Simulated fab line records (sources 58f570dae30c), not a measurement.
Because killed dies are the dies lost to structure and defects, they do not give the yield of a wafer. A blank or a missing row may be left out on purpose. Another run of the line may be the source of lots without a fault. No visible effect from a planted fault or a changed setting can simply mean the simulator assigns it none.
A single fault, viewed from 2 desks    flow berkeley_cmos170    each desk holds nothing but its own numbers, with what lay behind them at the end

== THE TOOL OWNER'S DESK: litho_track-02 ==
The tool's own readings at UCB170_CONTACT_COAT_10 (resist thk 900 nm): means of the sampled wafers that have a number, for each lot that ran on this tool. Marked OUT: a lot whose mean sits more than 4 standard deviations from the usual mean, which makes it out of limits; the brackets give that distance.
Columns: A = spin_speed_rpm at UCB170_CONTACT_COAT_10, usual 1500.0 rpm
lot   first seen here  A
L342  day 7 16:00      1499.8
L345  day 8 01:00      1500.0
L347  day 8 03:00      1499.1
L346  day 8 05:00      1360.7 (-99 or more) OUT
L350  day 8 11:00      1362.1 (-99 or more) OUT
L348  day 8 13:00      1360.8 (-99 or more) OUT
L364  day 11 12:00     1499.9
This desk's finding: out of limits on L346, L348, L350; first on L346, day 8 05:00 (spin_speed_rpm at UCB170_CONTACT_COAT_10). L342, L345, L347, L364: within limits.

== FROM THE METROLOGY DESK ==
What the gauges read for every lot (on any tool): the sampled wafers with a number, averaged. Marked OUT: a lot whose mean sits more than 4 standard deviations from the usual mean, which makes it out of limits; the brackets give that distance.
Columns: A = PLDD_OVL at UCB170_PLDD_OVL_MEAS_07, usual 1 nm; B = cd_nm at UCB170_NSD_CD_MEAS_06, usual 1199.8 nm
lot   first seen here  A   B
L341  day 6 16:55      -1  1198.7
L342  day 6 16:58      0   1200.2
L343  day 6 23:02      -4  1200.0
L345  day 7 10:29      -1  1197.9
L347  day 7 10:48      1   1200.8
L346  day 7 11:02      -6  1198.8
L344  day 7 11:17      3   1200.3
L350  day 7 18:35      -1  1200.4
L348  day 7 18:53      2   1200.1
L349  day 7 19:04      0   1196.6
L355  day 9 00:53      7   1200.3
L357  day 9 09:20      1   1196.8
L360  day 10 11:58     4   1200.7
L363  day 10 12:42     5   1200.4
L364  day 10 21:50     0   1199.5
This desk's finding: nothing out of limits on any of the 15 lots.

== BROUGHT TOGETHER ==
An alarm could have come from the tool owner's desk at day 8 05:00, on L346, L348, L350.
At the metrology desk, nothing out of limits was observed.
The metrology desk has L346, L348, L350 on record, within its limits.
Of the lots named, all ran UCB170_CONTACT_COAT_10 on litho_track-02.

== WHAT THE SIMULATOR HAD INSERTED ==
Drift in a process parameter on litho_track-02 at UCB170_CONTACT_COAT_10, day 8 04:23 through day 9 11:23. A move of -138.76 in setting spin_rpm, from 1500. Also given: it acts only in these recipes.
Shown lots that were struck: L346, L348, L350.
Time in hours from fault onset to the first out-of-limits reading at each desk: the tool owner's desk, 1.
